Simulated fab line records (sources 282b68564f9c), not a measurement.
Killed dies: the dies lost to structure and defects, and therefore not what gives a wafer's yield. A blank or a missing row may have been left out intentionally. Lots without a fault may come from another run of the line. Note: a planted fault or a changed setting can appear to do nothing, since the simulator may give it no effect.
fab line records | flow rit_cmos
record: lots: 13 wafers: 39 last_day: 7
route steps=202 shown PWELL@42 NSD@140 M1@202
lots untouched by any fault: they come from a run of this same line in which no faults occurred
start_h: hours from the record's first day to the start of the lot's first wafer shown | wait_h: time in hours since the lot's previous step | " same as the row above | L1.1+2: several wafers, shown together as one row | - no value, or no start was given | * or withheld: withheld | < > ~ a bound
route shown NAME@n: a module of which the file shows steps, and the number in the route of the first | usual: average and standard deviation across the fault-free wafers | same: alike in all rows | chamber/n: place in a boat | sites: per-site readings | _std_site: their standard deviation | _edge_site: the outer-site mean with the inner-site mean subtracted | radius_mm: for every site, how far away it sits from the centre of the wafer | mask NAME#n: copy n | behind: the tool/chamber that last shaped the wafer | hold: what put the lot on hold/how long, in hours/how the hold closed | device: the n, p or np transistor that did not switch | end of line: tests of these same wafers at the route's end | a step given without rows: its recipe and nothing more | killed: at the first sort, the dies lost to defects and structure; wafer yield is something else | map: a wafer's dies, x killed, . not, _ none there
set.NAME: the setting the step ran with; set.NAME@STEP: the setting that earlier step ran with | model.NAME: the simulator's own value behind a step, which no gauge read
one table for each step of the route and one row for each wafer, over a sample of lots
services: from which hour (start_h, from the record's first day; less than 0 if before it) a tool's chamber was out of use, for how many hours, and why
== steps ==
step: RIT_PWELL_EXPOSE_03
recipe: mask_id: M3 na: 0.57 target_cd_nm: 43700 dose_mj: 250
usual: exposure_dose_mJ_cm2: 250.02/0.22
columns lot.wafer tool chamber start_h wait_h mask exposure_dose_mJ_cm2
L690.1 iline_stepper-01 0 24.00 0.1 M3#0 249.64
L690.4 " 0 " " M3#0 249.81
L690.6 " 0 " " M3#0 250.29
L691.2 iline_stepper-02 0 27.39 0.2 M3#0 250.22
L691.4 " 0 " " M3#0 250.24
L691.6 " 0 " " M3#0 250.01
L692.1 iline_stepper-02 0 35.66 0.1 M3#0 249.82
L692.3 " 0 " " M3#0 250.22
L692.4 " 0 " " M3#0 250.49
L694.3 iline_stepper-01 0 43.36 0.2 M3_R1#0 249.81
L694.4 " 0 " " M3_R1#0 250.40
L694.6 " 0 " " M3_R1#0 249.95
L698.2 iline_stepper-02 0 64.70 0.2 M3#0 250.10
L698.3 " 0 " " M3#0 250.09
L698.4 " 0 " " M3#0 249.75
L704.2 iline_stepper-02 0 94.58 0.1 M3#0 249.95
L704.4 " 0 " " M3#0 250.63
L704.6 " 0 " " M3#0 250.15
L705.1 iline_stepper-01 0 98.08 0.3 M3#0 250.01
L705.2 " 0 " " M3#0 250.12
L705.4 " 0 " " M3#0 250.02
L706.1 iline_stepper-01 0 105.23 0.1 M3#0 250.33
L706.3 " 0 " " M3#0 250.13
L706.4 " 0 " " M3#0 249.97
L707.2 iline_stepper-02 0 108.73 0.2 M3#0 249.95
L707.3 " 0 " " M3#0 249.85
L707.6 " 0 " " M3#0 249.99
L708.1 iline_stepper-01 0 113.31 0.2 M3#0 250.04
L708.3 " 0 " " M3#0 249.86
L708.5 " 0 " " M3#0 250.07
L709.3 iline_stepper-02 0 118.29 0.2 M3#0 250.18
L709.4 " 0 " " M3#0 249.95
L709.6 " 0 " " M3#0 250.03
L710.1 iline_stepper-02 0 123.84 0.1 M3#0 249.52
L710.2 " 0 " " M3#0 249.71
L710.4 " 0 " " M3#0 249.59
L712.2 iline_stepper-02 0 131.94 0.1 M3#0 249.72
L712.3 " 0 " " M3#0 249.92
L712.4 " 0 " " M3#0 250.05
step: RIT_NSD_STRIP_09
recipe: chemistry: O2 time_s: 180 resist: NOVOLAK platen_temp_c: withheld power_w: 500 pressure_mtorr: 4000 o2_flow_sccm: 4000
usual: drypump_motor_current_A: 5.6/0.41
columns lot.wafer tool chamber start_h wait_h drypump_motor_current_A rf_hours_counter_h
L690.1 plasma_asher-03 1 50.83 0.1 5.5 40
L690.4 " 1 " " 5.5 -
L690.6 " 1 " " 5.5 -
L691.2 plasma_asher-04 0 57.71 0.1 5.5 27
L691.4 " 1 " " 6.0 -
L691.6 " 1 " " 6.0 -
L692.1 plasma_asher-04 1 64.32 0.1 6.0 27
L692.3 " 1 " " 6.0 -
L692.4 " 0 " " 5.5 -
L694.3 plasma_asher-03 0 72.24 0.1 5.7 -
L694.4 " 1 " " 5.5 -
L694.6 " 0 " " 5.7 -
L698.2 plasma_asher-04 1 93.92 0.1 6.1 30
L698.3 " 0 " " 5.5 -
L698.4 " 1 " " 6.0 -
L704.2 plasma_asher-02 1 122.92 0.1 6.0 1
L704.4 " 0 " " 5.0 -
L704.6 " 0 " " 5.0 -
L705.1 plasma_asher-02 0 123.95 0.1 5.0 1
L705.2 " 1 " " 6.0 1
L705.4 " 0 " " 5.0 -
L706.1 plasma_asher-02 1 132.00 0.1 6.0 2
L706.3 " 0 " " 5.0 -
L706.4 " 1 " " 6.0 -
L707.2 plasma_asher-02 1 136.51 0.1 6.0 3
L707.3 " 1 " " 6.0 -
L707.6 " 1 " " 6.0 -
L708.1 plasma_asher-02 0 139.47 0.1 5.0 3
L708.3 " 0 " " 5.0 -
L708.5 " 1 " " 6.0 -
L709.3 plasma_asher-02 1 145.62 0.1 6.0 -
L709.4 " 0 " " 5.0 -
L709.6 " 0 " " 5.0 -
L710.1 plasma_asher-03 0 152.21 0.1 5.7 47
L710.2 " 1 " " 5.5 47
L710.4 " 1 " " 5.5 -
L712.2 plasma_asher-04 0 159.37 0.1 5.5 38
L712.3 " 1 " " 6.0 -
L712.4 " 0 " " 5.5 -
step: RIT_M1_PROBE_99
usual: killed_at_M0_to_M3: 0.0/0.12 killed_at_contacts: 0.1/0.34 killed_at_front_end: 7.0/2.9 killed_dies: 7.2/2.9 killed_on_rim: 2.1/1.4 killed_open: 3.6/1.9 killed_short: 3.5/2.1
same: gross_dies: 264 killed_at_M4_up: 0 killed_at_back_side: 0 killed_at_other: 0
columns lot.wafer tool chamber start_h wait_h killed_at_M0_to_M3 killed_at_contacts killed_at_front_end killed_dies killed_on_rim killed_open killed_short
L690.1 prober-02 - 60.77 0.1 0 0 4 4 1 2 2
L690.4 prober-02 - 60.92 0.2 0 0 13 13 5 7 6
L690.6 prober-02 - 61.02 0.2 0 0 10 10 5 3 7
L691.2 prober-01 - 67.48 0.1 0 0 8 8 2 4 4
L691.4 prober-01 - 67.58 0.2 0 0 9 9 1 4 5
L691.6 prober-01 - 67.68 0.2 0 0 6 6 1 5 1
L692.1 prober-02 - 73.78 0.1 0 0 9 9 1 6 3
L692.3 prober-02 - 73.88 0.2 0 0 7 7 1 5 2
L692.4 prober-02 - 73.93 0.2 0 0 5 5 1 3 2
L694.3 prober-01 - 81.98 0.2 0 0 6 6 1 4 2
L694.4 prober-01 - 82.03 0.2 0 0 6 6 3 2 4
L694.6 prober-01 - 82.13 0.2 0 0 11 11 5 4 7
L698.2 prober-01 - 103.70 0.1 0 0 7 7 2 4 3
L698.3 prober-01 - 103.75 0.2 0 0 10 10 1 7 3
L698.4 prober-01 - 103.80 0.2 0 0 6 6 3 3 3
L704.2 prober-02 - 132.77 0.1 0 0 4 4 0 1 3
L704.4 prober-02 - 132.87 0.2 0 1 3 4 0 2 2
L704.6 prober-02 - 132.97 0.2 0 0 5 5 2 0 5
L705.1 prober-02 - 134.22 0.1 0 0 7 7 2 3 4
L705.2 prober-02 - 134.27 0.1 0 0 5 5 2 5 0
L705.4 prober-02 - 134.37 0.2 0 0 7 7 3 2 5
L706.1 prober-01 - 141.63 0.1 0 0 13 13 4 7 6
L706.3 prober-01 - 141.73 0.2 0 0 12 12 2 7 5
L706.4 prober-01 - 141.78 0.2 0 0 4 4 2 0 4
L707.2 prober-02 - 146.60 0.1 0 0 7 7 5 1 6
L707.3 prober-02 - 146.65 0.2 0 0 4 4 3 1 3
L707.6 prober-02 - 146.80 0.2 0 0 8 8 2 3 5
L708.1 prober-01 - 149.06 0.1 0 0 7 7 1 5 2
L708.3 prober-01 - 149.16 0.2 0 0 7 7 2 4 3
L708.5 prober-01 - 149.26 0.2 0 0 9 9 1 6 3
L709.3 prober-02 - 156.12 0.2 0 0 8 8 2 3 5
L709.4 prober-02 - 156.17 0.2 1 0 8 9 4 5 4
L709.6 prober-02 - 156.27 0.2 0 0 10 10 2 5 4
L710.1 prober-01 - 162.16 0.1 0 0 8 8 4 6 2
L710.2 prober-01 - 162.21 0.1 0 1 4 5 2 3 2
L710.4 prober-01 - 162.31 0.2 0 0 4 4 1 2 2
L712.2 prober-01 - 169.41 0.1 0 0 2 2 2 2 0
L712.3 prober-01 - 169.46 0.2 0 0 6 6 3 3 2
L712.4 prober-01 - 169.51 0.2 0 0 6 6 3 5 1
killed by level:class
L690.1 ACTIVE:geometric_particle:short=1 REOX:geometric_particle:short=1 REOX:geometric_particle:open=1 SPACER:geometric_particle:open=1
L690.4 GATE:geometric_particle:short=4 GATE:geometric_particle:open=3 FOX2:geometric_particle:open=2 FOX1:geometric_particle:open=1 FOX1:geometric_particle:short=1 REOX:geometric_particle:open=1 SILICIDE:geometric_particle:short=1
L690.6 GATE:geometric_particle:short=4 REOX:geometric_particle:open=3 FOX1:geometric_particle:short=1 FOX2:geometric_particle:short=1 REOX:geometric_particle:short=1
L691.2 GATE:geometric_particle:open=3 GATE:geometric_particle:short=3 REOX:geometric_particle:open=1 SILICIDE:geometric_particle:short=1
L691.4 REOX:geometric_particle:open=3 FOX1:geometric_particle:short=2 REOX:geometric_particle:short=2 GATE:geometric_particle:short=1 GATE:geometric_particle:open=1
L691.6 FOX1:geometric_particle:open=2 GATE:geometric_particle:open=2 FOX2:geometric_particle:open=1 FOX2:geometric_particle:short=1
L692.1 GATE:geometric_particle:open=3 SILICIDE:geometric_particle:open=2 FOX1:geometric_particle:short=1 FOX2:geometric_particle:open=1 GATE:geometric_particle:short=1 SPACER:geometric_particle:short=1
L692.3 GATE:geometric_particle:open=4 GATE:geometric_particle:short=1 SPACER:geometric_particle:open=1 SILICIDE:geometric_particle:short=1
L692.4 FOX1:geometric_particle:open=2 GATE:geometric_particle:short=2 REOX:geometric_particle:open=1
L694.3 GATE:geometric_particle:open=2 FOX1:geometric_particle:open=1 GATE:geometric_particle:short=1 REOX:geometric_particle:open=1 REOX:geometric_particle:short=1
L694.4 REOX:geometric_particle:short=2 REOX:geometric_particle:open=2 FOX1:geometric_particle:short=1 GATE:geometric_particle:short=1
L694.6 SILICIDE:geometric_particle:short=3 GATE:geometric_particle:short=2 REOX:geometric_particle:open=2 SILICIDE:geometric_particle:open=2 FOX1:geometric_particle:short=1 REOX:geometric_particle:short=1
L698.2 GATE:geometric_particle:open=4 FOX1:geometric_particle:short=2 SILICIDE:geometric_particle:short=1
L698.3 FOX1:geometric_particle:open=2 FOX1:geometric_particle:short=2 GATE:geometric_particle:open=2 SILICIDE:geometric_particle:open=2 REOX:geometric_particle:open=1 SILICIDE:geometric_particle:short=1
L698.4 SPACER:geometric_particle:open=3 SILICIDE:geometric_particle:short=2 SPACER:geometric_particle:short=1
L704.2 FOX1:geometric_particle:short=1 GATE:geometric_particle:open=1 GATE:geometric_particle:short=1 REOX:geometric_particle:short=1
L704.4 GATE:geometric_particle:short=2 GATE:geometric_particle:open=1 CONTACT:geometric_particle:open=1
L704.6 FOX1:geometric_particle:short=2 GATE:geometric_particle:short=2 SPACER:geometric_particle:short=1
L705.1 GATE:geometric_particle:open=2 GATE:geometric_particle:short=1 REOX:geometric_particle:short=1 REOX:geometric_particle:open=1 SPACER:geometric_particle:short=1 SILICIDE:geometric_particle:short=1
L705.2 GATE:geometric_particle:open=2 SILICIDE:geometric_particle:open=2 SPACER:geometric_particle:open=1
L705.4 GATE:geometric_particle:short=2 SILICIDE:geometric_particle:short=2 FOX1:geometric_particle:short=1 REOX:geometric_particle:open=1 SILICIDE:geometric_particle:open=1
L706.1 FOX2:geometric_particle:open=5 FOX2:geometric_particle:short=2 SILICIDE:geometric_particle:short=2 REOX:geometric_particle:open=1 REOX:geometric_particle:short=1 SPACER:geometric_particle:short=1 SILICIDE:geometric_particle:open=1
L706.3 GATE:geometric_particle:open=3 FOX2:geometric_particle:open=2 FOX2:geometric_particle:short=2 GATE:geometric_particle:short=2 SPACER:geometric_particle:open=2 SILICIDE:geometric_particle:short=1
L706.4 SILICIDE:geometric_particle:short=2 FOX1:geometric_particle:short=1 SPACER:geometric_particle:short=1
L707.2 SPACER:geometric_particle:short=3 REOX:geometric_particle:short=2 SPACER:geometric_particle:open=1 SILICIDE:geometric_particle:short=1
L707.3 FOX2:geometric_particle:short=1 REOX:geometric_particle:short=1 SPACER:geometric_particle:short=1 SILICIDE:geometric_particle:open=1
L707.6 GATE:geometric_particle:short=5 GATE:geometric_particle:open=2 SPACER:geometric_particle:open=1
L708.1 GATE:geometric_particle:open=2 FOX2:geometric_particle:open=1 GATE:geometric_particle:short=1 REOX:geometric_particle:open=1 SPACER:geometric_particle:open=1 SILICIDE:geometric_particle:short=1
L708.3 FOX1:geometric_particle:open=2 SILICIDE:geometric_particle:open=2 FOX2:geometric_particle:short=1 SPACER:geometric_particle:short=1 SILICIDE:geometric_particle:short=1
L708.5 SILICIDE:geometric_particle:open=3 REOX:geometric_particle:open=2 FOX1:geometric_particle:short=1 FOX2:geometric_particle:open=1 REOX:geometric_particle:short=1 SPACER:geometric_particle:short=1
L709.3 GATE:geometric_particle:short=3 FOX1:geometric_particle:open=1 REOX:geometric_particle:short=1 REOX:geometric_particle:open=1 SPACER:geometric_particle:open=1 SILICIDE:geometric_particle:short=1
L709.4 GATE:geometric_particle:open=2 SILICIDE:geometric_particle:short=2 FOX1:geometric_particle:open=1 FOX2:geometric_particle:open=1 REOX:geometric_particle:short=1 SILICIDE:geometric_particle:open=1 M1:geometric_particle:short=1
L709.6 GATE:geometric_particle:short=3 GATE:geometric_particle:open=2 REOX:geometric_particle:open=1 SPACER:geometric_particle:short=1 SPACER:geometric_particle:open=1 SILICIDE:geometric_particle:open=1 PRETRO:coat_microbubble_printed=1
L710.1 FOX2:geometric_particle:open=2 ACTIVE:geometric_particle:open=1 FOX1:geometric_particle:short=1 GATE:geometric_particle:open=1 REOX:geometric_particle:open=1 SILICIDE:geometric_particle:open=1 SILICIDE:geometric_particle:short=1
L710.2 FOX1:geometric_particle:open=1 FOX2:geometric_particle:open=1 GATE:geometric_particle:open=1 REOX:geometric_particle:short=1 CONTACT:geometric_particle:short=1
L710.4 GATE:geometric_particle:short=1 GATE:geometric_particle:open=1 REOX:geometric_particle:short=1 REOX:geometric_particle:open=1
L712.2 GATE:geometric_particle:open=1 REOX:geometric_particle:open=1
L712.3 FOX1:geometric_particle:short=1 REOX:geometric_particle:open=1 SPACER:geometric_particle:short=1 SPACER:geometric_particle:open=1 SILICIDE:geometric_particle:open=1 NWELL:coat_microbubble_printed=1
L712.4 FOX1:geometric_particle:open=2 GATE:geometric_particle:open=2 FOX1:geometric_particle:short=1 SILICIDE:geometric_particle:open=1
== services ==
columns tool chamber start_h hours kind
plasma_asher-02 - 6.37 3.7 repair
plasma_asher-03 - 9.49 0.8 repair
iline_stepper-01 - 68.59 4.4 pm
iline_stepper-02 - 89.99 1.7 pm
plasma_asher-03 - 107.97 28.1 pm
plasma_asher-02 - 108.75 9.0 pm
plasma_asher-02 0 108.75 9.0 vent_cycle
plasma_asher-02 1 108.75 9.0 vent_cycle
iline_stepper-01 - 114.32 1.7 pm
plasma_asher-02 0 117.75 - clean
plasma_asher-02 1 117.75 - clean
plasma_asher-03 - 136.07 14.6 pm
plasma_asher-04 - 138.04 2.8 pm
== key ==
first_sign: step: RIT_PWELL_EXPOSE_03 reading: mask direction: changed
effect none on later readings
met_at RIT_PWELL_EXPOSE_03
struck_lots L694
tester_left_out L694
not_acting_at RIT_NSD_STRIP_09
onset_between 24.00 43.36
fault: kind: wrong_mask tool: any chamber: - onset_h: 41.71 steps: RIT_PWELL_EXPOSE_03 aux_copy: M3_R1#0 cd_offset_nm: 150 scope: struck_lots_only
tester_left_out: of these lots the tester's yield and bins aren't shown, on N5 and GAA mostly nor the transistor test; their killed dies are dies lost to structure and defects alone, not to doping, threshold or leakage, so they don't give the yield
